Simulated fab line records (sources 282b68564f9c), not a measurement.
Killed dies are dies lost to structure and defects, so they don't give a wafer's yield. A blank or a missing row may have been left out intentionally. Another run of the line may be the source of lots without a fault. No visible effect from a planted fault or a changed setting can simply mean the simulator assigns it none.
fab line records	flow ritCmos
record: lots: 6	wafers: 18	lastDay: 7
route steps=202 shown PSD@144 SDANNEAL@153 NSD@158 PLDD@159 NLDD@160 M1@202
lots untouched by any fault: they come from a run of this same line in which no faults occurred
startH: hours from the record's first day to the start of the lot's first wafer shown	waitH: hours from the lot's prior step to this one	" repeats the value in the row above	L1.1+2: a row that stands for several wafers	- value missing, or start not given	* or withheld: withheld	< > ~ a bound
route shown NAME@n: a module of which the file shows steps, and the number in the route of the first	usual: the fault-free wafers' mean and standard deviation	same: alike in all rows	chamber/n: place in a boat	sites: readings site by site	_std_site: how widely they spread, as a standard deviation	_edge_site: mean of outer sites minus mean of inner sites	radiusMm: how far each site lies from the wafer's centre	mask NAME#n: copy n	behind: the tool/chamber that last shaped the wafer	hold: why the lot went on hold/how many hours it stayed there/how the hold came to an end	device: whichever transistor did not switch (one of n, p or np)	end of line: the route-end tests of the same wafers	a step without rows: its recipe alone	killed: dies that structure and defects cost at the first sort, which is not the same as the wafer's yield	map: the dies of a wafer, with x for killed, . for not killed, _ for no die there
set.NAME: the run value of the setting; set.NAME@STEP: its run value at that earlier step	model.NAME: the simulator's own value behind a step, which no gauge read
lots at some steps of the route; a table a step, a row a wafer
services: from which hour (startH, from the record's first day; less than 0 if before it) a tool's chamber was out of use, for how many hours, and why
== steps ==
step: RIT_PSD_SOFTBAKE_02
recipe: resist: NOVOLAK	tempC: 90	timeS: 60
step: RIT_PSD_EXPOSE_03
recipe: maskId: M10	na: 0.57	targetCdNm: 40900	doseMj: 250
step: RIT_PSD_PEB_04
recipe: resist: NOVOLAK	tempC: withheld	timeS: withheld
step: RIT_PSD_DEVELOP_05
recipe: resist: NOVOLAK	developTimeS: 50	devTempC: 23
step: RIT_PSD_OVL_MEAS_06
usual: PSD_OVL: 0.5/1.5
lot.wafer	tool	chamber	startH	waitH	PSD_OVL[nm]
L280.2	overlay-02	-	52.22	-	-0.7
L280.3	"	-	"	"	-1.8
L280.5	"	-	"	"	-0.9
L285.3	overlay-02	-	80.92	-	-0.1
L285.4	"	-	"	"	-1.6
L285.6	"	-	"	"	-0.1
L293.1	overlay-02	-	117.30	-	0.3
L293.2	"	-	"	"	-0.3
L293.6	"	-	"	"	1.1
L295.2	overlay-01	-	123.91	-	2.4
L295.3	"	-	"	"	3.3
L295.4	"	-	"	"	3.4
L298.1	overlay-01	-	141.02	-	1.4
L298.3	"	-	"	"	0.8
L298.5	"	-	"	"	1.8
L300.2	overlay-02	-	154.09	-	0.2
L300.3	"	-	"	"	1.3
L300.4	"	-	"	"	0.2
step: RIT_PSD_HARDBAKE_07
recipe: resist: NOVOLAK	tempC: 140	timeS: 60
step: RIT_PSD_IMPLANT_08
recipe: species: BF2	energyKev: 27	doseCm2: 4.93e+15	tiltDeg: 7
step: RIT_PSD_STRIP_09
recipe: chemistry: O2	timeS: 180	resist: NOVOLAK	platenTempC: withheld	powerW: 500	pressureMtorr: 4000	o2FlowSccm: 4000
usual: chamberPressureMTorr: 4000/3.3	drypumpMotorCurrentA: 5.3/0.4	o2FlowSccm: 3999/13
lot.wafer	tool	chamber	startH	waitH	chamberPressureMTorr	drypumpMotorCurrentA	o2FlowSccm	rfHoursCounterH
L280.2	plasmaAsher-01	0	52.55	0.1	4001	5.4	3999	42
L280.3	"	1	"	"	4006	4.8	4001	-
L280.5	"	1	"	"	4003	4.8	3975	-
L285.3	plasmaAsher-01	1	81.30	0.1	3992	4.8	3997	-
L285.4	"	0	"	"	4000	5.4	3987	-
L285.6	"	1	"	"	4000	4.8	4021	-
L293.1	plasmaAsher-01	1	117.63	0.1	4003	4.8	4024	51
L293.2	"	0	"	"	3999	5.4	3999	51
L293.6	"	1	"	"	3998	4.8	4015	-
L295.2	plasmaAsher-03	1	124.24	0.1	4000	5.9	4013	51
L295.3	"	1	"	"	3995	5.9	4013	-
L295.4	"	0	"	"	4001	5.0	4000	-
L298.1	plasmaAsher-04	0	141.38	0.1	3999	5.6	3978	30
L298.3	"	1	"	"	4002	5.6	3979	-
L298.5	"	1	"	"	4001	5.5	3997	-
L300.2	plasmaAsher-03	1	154.42	0.1	4000	5.9	4004	54
L300.3	"	1	"	"	4004	5.9	4005	-
L300.4	"	0	"	"	4001	5.0	3979	-
step: RIT_PSD_TW_MEAS_10
usual: PSD_TW: 3437/24
lot.wafer	tool	chamber	startH	waitH	PSD_TW
L280.2	filmMetro-02	-	52.73	0.1	3426
L280.3	"	-	"	"	3404
L280.5	"	-	"	"	3413
L285.3	filmMetro-04	-	81.44	0.1	3436
L285.4	"	-	"	"	3450
L285.6	"	-	"	"	3450
L293.1	filmMetro-04	-	117.81	0.1	3437
L293.2	"	-	"	"	3414
L293.6	"	-	"	"	3451
L295.2	filmMetro-03	-	124.42	0.1	3453
L295.3	"	-	"	"	3468
L295.4	"	-	"	"	3446
L298.1	filmMetro-03	-	141.55	0.1	3457
L298.3	"	-	"	"	3453
L298.5	"	-	"	"	3458
L300.2	filmMetro-03	-	154.63	0.2	3446
L300.3	"	-	"	"	3436
L300.4	"	-	"	"	3433
step: RIT_SDANNEAL_CLEAN_00
recipe: chemistry: SC1	mix: 3:3:50	timeS: 600	tempC: 75
step: RIT_SDANNEAL_CLEAN_01
recipe: chemistry: dHF	dilution: 50:1	timeS: 29.45
step: RIT_SDANNEAL_CLEAN_02
recipe: chemistry: SC2	mix: 3:3:50	timeS: 600	tempC: 75	dry: n2Spin
step: RIT_SDANNEAL_RTA_03
recipe: tempC: 1050	timeS: 5	idleTempC: 600	rampUpCPerS: 342	rampDownCPerS: 171	coolToC: 600	ambient: N2
usual: wafer_temp_C_max: 1053.5/1.2
lot.wafer	tool	chamber	startH	waitH	wafer_temp_C_max
L280.2	rtpAnneal-01	0	53.18	0.0	1052.0
L280.3	"	0	"	"	1054.2
L280.5	"	0	"	"	1052.5
L285.3	rtpAnneal-02	0	81.87	0.0	1050.9
L285.4	"	0	"	"	1053.5
L285.6	"	0	"	"	1055.3
L293.1	rtpAnneal-02	0	118.23	0.0	1052.6
L293.2	"	0	"	"	1052.4
L293.6	"	0	"	"	1053.4
L295.2	rtpAnneal-02	0	124.92	0.0	1055.6
L295.3	"	0	"	"	1055.1
L295.4	"	0	"	"	1053.0
L298.1	rtpAnneal-01	0	142.01	0.0	1054.1
L298.3	"	0	"	"	1054.0
L298.5	"	0	"	"	1053.1
L300.2	rtpAnneal-01	0	155.28	0.0	1055.6
L300.3	"	0	"	"	1052.4
L300.4	"	0	"	"	1051.0
step: RIT_SDANNEAL_RS_MEAS_04
recipe: thkMeasGauge: four-point-probe
usual: PSD_RS: 116.1/0.3
lot.wafer	tool	chamber	startH	waitH	PSD_RS[ohm/sq]
L280.2	filmMetro-03	-	53.25	0.1	116.4
L280.3	"	-	"	"	116.4
L280.5	"	-	"	"	116.6
L285.3	filmMetro-04	-	81.94	0.1	116.4
L285.4	"	-	"	"	116.0
L285.6	"	-	"	"	116.1
L293.1	filmMetro-03	-	118.29	0.0	128.4
L293.2	"	-	"	"	128.1
L293.6	"	-	"	"	128.1
L295.2	filmMetro-02	-	124.99	0.1	128.0
L295.3	"	-	"	"	128.1
L295.4	"	-	"	"	128.6
L298.1	filmMetro-04	-	142.07	0.0	115.8
L298.3	"	-	"	"	115.7
L298.5	"	-	"	"	115.8
L300.2	filmMetro-03	-	155.35	0.1	116.3
L300.3	"	-	"	"	116.3
L300.4	"	-	"	"	116.6
step: RIT_SDANNEAL_RS_MEAS_05
recipe: thkMeasGauge: four-point-probe
usual: NSD_RS: 84.5/0.33
lot.wafer	tool	chamber	startH	waitH	NSD_RS[ohm/sq]
L280.2	filmMetro-03	-	53.37	0.1	84.4
L280.3	"	-	"	"	84.6
L280.5	"	-	"	"	84.6
L285.3	filmMetro-04	-	82.06	0.1	84.6
L285.4	"	-	"	"	84.1
L285.6	"	-	"	"	84.4
L293.1	filmMetro-03	-	118.41	0.1	85.2
L293.2	"	-	"	"	85.0
L293.6	"	-	"	"	85.3
L295.2	filmMetro-02	-	125.11	0.1	85.0
L295.3	"	-	"	"	84.8
L295.4	"	-	"	"	84.9
L298.1	filmMetro-04	-	142.19	0.1	84.6
L298.3	"	-	"	"	84.3
L298.5	"	-	"	"	84.6
L300.2	filmMetro-03	-	155.47	0.1	84.8
L300.3	"	-	"	"	84.6
L300.4	"	-	"	"	84.8
step: RIT_SDANNEAL_RS_MEAS_06
recipe: thkMeasGauge: four-point-probe
usual: PLDD_RS: 178.7/0.54
lot.wafer	tool	chamber	startH	waitH	PLDD_RS[ohm/sq]
L280.2	filmMetro-03	-	53.49	0.1	178.5
L280.3	"	-	"	"	178.6
L280.5	"	-	"	"	178.9
L285.3	filmMetro-04	-	82.18	0.1	178.8
L285.4	"	-	"	"	178.5
L285.6	"	-	"	"	178.5
L293.1	filmMetro-03	-	118.53	0.1	191.2
L293.2	"	-	"	"	190.9
L293.6	"	-	"	"	191.0
L295.2	filmMetro-02	-	125.23	0.1	190.9
L295.3	"	-	"	"	191.2
L295.4	"	-	"	"	191.4
L298.1	filmMetro-04	-	142.31	0.1	178.2
L298.3	"	-	"	"	178.6
L298.5	"	-	"	"	177.7
L300.2	filmMetro-03	-	155.59	0.1	179.6
L300.3	"	-	"	"	179.8
L300.4	"	-	"	"	179.0
step: RIT_SDANNEAL_RS_MEAS_07
recipe: thkMeasGauge: four-point-probe
usual: NLDD_RS: 151.6/0.58
lot.wafer	tool	chamber	startH	waitH	NLDD_RS[ohm/sq]
L280.2	filmMetro-03	-	53.61	0.1	151.7
L280.3	"	-	"	"	152.0
L280.5	"	-	"	"	152.4
L285.3	filmMetro-04	-	82.30	0.1	152.3
L285.4	"	-	"	"	152.8
L285.6	"	-	"	"	152.3
L293.1	filmMetro-03	-	118.65	0.1	152.0
L293.2	"	-	"	"	151.9
L293.6	"	-	"	"	151.8
L295.2	filmMetro-02	-	125.35	0.1	151.3
L295.3	"	-	"	"	151.8
L295.4	"	-	"	"	151.6
L298.1	filmMetro-04	-	142.43	0.1	150.8
L298.3	"	-	"	"	150.7
L298.5	"	-	"	"	151.3
L300.2	filmMetro-03	-	155.71	0.1	152.6
L300.3	"	-	"	"	152.2
L300.4	"	-	"	"	152.2
step: RIT_M1_PROBE_99
usual: killedAtContacts: 0.0/0.2	killedAtFrontEnd: 6.6/2.9	killedDies: 6.6/3	killedOpen: 3.4/2	killedShort: 3.2/2
same: grossDies: 264	killed_at_M0_to_M3: 0	killed_at_M4_up: 0	killedAtBackSide: 0	killedAtOther: 0
lot.wafer	tool	chamber	startH	waitH	killedAtContacts	killedAtFrontEnd	killedDies	killedOpen	killedShort	model.etest.pmosTurned.rOnOhmUm	model.etest.pmos_0p3.rOnOhmUm	model.etest.pmos_0p15.rOnOhmUm	model.etest.pmos_0p15.driveUaUmRimLessCentre	model.etest.pmos_0p15.driveUaUmRange	model.etest.pldd.rsOhmSqRimLessCentre	model.etest.pmosTurned.driveUaUm	model.etest.pldd.rsOhmSqRange
L280.2	prober-01	-	60.86	0.1	0	11	11	3	8	3427	6192	2726	0.8089	5.315	-0.2861	191.1	4.479
L280.3	prober-01	-	60.91	0.2	0	12	12	7	5	3329	6190	2686	-1.731	4.154	-3.052	198.1	13.71
L280.5	prober-01	-	61.01	0.2	0	5	5	2	3	3314	6017	2663	-1.291	3.808	-7.483	198.3	11.01
L285.3	prober-01	-	89.39	0.2	0	7	7	4	3	3391	6039	2741	-0.3242	3.211	-1.78	194	5.647
L285.4	prober-01	-	89.44	0.2	0	5	5	5	0	3460	6157	2821	1.051	5.119	-0.9999	191.8	6.07
L285.6	prober-01	-	89.54	0.2	1	14	15	10	5	3435	6022	2758	-1.502	2.967	1.789	189.8	11.65
L293.1	prober-01	-	125.95	0.1	0	5	5	2	3	3711	6255	2922	-41.39	41.7	32.82	171.4	36.27
L293.2	prober-01	-	126.00	0.1	0	4	4	3	1	3492	6086	2754	-46.23	47.05	30.74	180.4	33.65
L293.6	prober-01	-	126.20	0.2	0	3	3	2	1	3646	6205	2866	-42.95	45.41	26.91	172.6	30.63
L295.2	prober-01	-	132.87	0.1	0	6	6	2	4	3680	6318	2806	-44.86	46.52	36.19	166.1	37.81
L295.3	prober-01	-	132.92	0.2	0	5	5	4	1	3783	6397	2879	-41.33	41.83	33.67	162.3	35.63
L295.4	prober-01	-	132.97	0.2	0	4	4	1	3	3708	6325	2859	-42.88	44.68	36.49	163.6	40.19
L298.1	prober-02	-	149.66	0.1	0	5	5	5	0	3384	5992	2699	0.6721	3.045	-4.752	196.8	13.02
L298.3	prober-02	-	149.76	0.2	0	8	8	6	2	3315	5947	2648	-1.891	4.291	4.751	199.3	7.45
L298.5	prober-02	-	149.86	0.2	0	3	3	2	1	3389	6076	2702	-2.008	4.754	-6.717	194.7	11.62
L300.2	prober-02	-	163.04	0.1	0	6	6	4	2	3220	5853	2584	-2.38	5.765	-5.686	207	8.173
L300.3	prober-02	-	163.09	0.2	0	8	8	5	3	3407	6048	2752	-1.616	4.598	-1.082	191.8	4.829
L300.4	prober-02	-	163.14	0.2	0	4	4	1	3	3257	5846	2644	-0.915	4.359	-0.154	203.4	6.437
killed by level:class
L280.2 GATE:geometricParticle:short=2 REOX:geometricParticle:short=2 SPACER:geometricParticle:short=2 FOX1:geometricParticle:short=1 FOX2:geometricParticle:short=1 GATE:geometricParticle:open=1 REOX:geometricParticle:open=1 SPACER:geometricParticle:open=1
L280.3 FOX1:geometricParticle:open=3 GATE:geometricParticle:open=3 FOX1:geometricParticle:short=2 ACTIVE:geometricParticle:short=1 GATE:geometricParticle:short=1 REOX:geometricParticle:open=1 REOX:geometricParticle:short=1
L280.5 SPACER:geometricParticle:short=2 GATE:geometricParticle:short=1 GATE:geometricParticle:open=1 SPACER:geometricParticle:open=1
L285.3 FOX1:geometricParticle:open=1 FOX2:geometricParticle:short=1 GATE:geometricParticle:short=1 GATE:geometricParticle:open=1 REOX:geometricParticle:open=1 SPACER:geometricParticle:open=1 SILICIDE:geometricParticle:short=1
L285.4 GATE:geometricParticle:open=3 FOX1:geometricParticle:open=1 SPACER:geometricParticle:open=1
L285.6 GATE:geometricParticle:open=4 FOX1:geometricParticle:short=2 REOX:geometricParticle:open=2 SPACER:geometricParticle:open=2 SPACER:geometricParticle:short=2 FOX1:geometricParticle:open=1 REOX:geometricParticle:short=1 CONTACT:geometricParticle:open=1
L293.1 GATE:geometricParticle:short=3 GATE:geometricParticle:open=1 SILICIDE:geometricParticle:open=1
L293.2 REOX:geometricParticle:open=2 SPACER:geometricParticle:short=1 SPACER:geometricParticle:open=1
L293.6 SPACER:geometricParticle:open=2 FOX1:geometricParticle:short=1
L295.2 GATE:geometricParticle:open=2 GATE:geometricParticle:short=2 REOX:geometricParticle:short=1 SPACER:geometricParticle:short=1
L295.3 GATE:geometricParticle:open=2 FOX1:geometricParticle:open=1 GATE:geometricParticle:short=1 REOX:geometricParticle:open=1
L295.4 SILICIDE:geometricParticle:short=2 SPACER:geometricParticle:short=1 SILICIDE:geometricParticle:open=1
L298.1 GATE:geometricParticle:open=4 FOX2:geometricParticle:open=1
L298.3 GATE:geometricParticle:open=4 GATE:geometricParticle:short=2 FOX2:geometricParticle:open=1 SILICIDE:geometricParticle:open=1
L298.5 GATE:geometricParticle:short=1 SPACER:geometricParticle:open=1 SILICIDE:geometricParticle:open=1
L300.2 GATE:geometricParticle:short=2 GATE:geometricParticle:open=1 REOX:geometricParticle:open=1 SPACER:geometricParticle:open=1 SILICIDE:geometricParticle:open=1
L300.3 GATE:geometricParticle:open=3 REOX:geometricParticle:open=2 FOX1:geometricParticle:short=1 GATE:geometricParticle:short=1 REOX:geometricParticle:short=1
L300.4 GATE:geometricParticle:short=1 REOX:geometricParticle:short=1 SPACER:geometricParticle:open=1 SPACER:geometricParticle:short=1
== services ==
tool	chamber	startH	hours	kind
plasmaAsher-04	-	33.20	1.2	repair
plasmaAsher-03	-	68.20	8.0	repair
plasmaAsher-04	-	69.16	10.0	pm
plasmaAsher-01	-	90.33	1.3	repair
plasmaAsher-04	-	95.39	2.0	repair
== key ==
firstSign: step: RIT_SDANNEAL_RS_MEAS_04	reading: PSD_RS	direction: up	sigmas: 40	usual: 116.1	struck: 128.2
effect: step: RIT_SDANNEAL_RS_MEAS_05	reading: NSD_RS	direction: up	sigmas: 1.6	usual: 84.5	struck: 85.0
effect: step: RIT_SDANNEAL_RS_MEAS_06	reading: PLDD_RS	direction: up	sigmas: 23	usual: 178.7	struck: 191.1
modelEffect: step: RIT_M1_PROBE_99	value: etest.pmosTurned.rOnOhmUm	without: 3264	struck: 3670
metAt RIT_SDANNEAL_RTA_03
struckWafers L293.1,L293.2,L293.6,L295.2,L295.3,L295.4
testerLeftOut L293,L295
onsetBetween 81.87 118.23
fault: kind: processParameterDrift	tool: rtpAnneal-02	chamber: -	onsetH: 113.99	steps: RIT_SDANNEAL_RTA_03	channel: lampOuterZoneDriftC	offset: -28	shape: step	endH: 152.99
testerLeftOut: of these lots the tester's yield and bins aren't shown, on N5 and GAA mostly nor the transistor test; their killed dies are dies lost to structure and defects alone, not to doping, threshold or leakage, so they don't give the yield
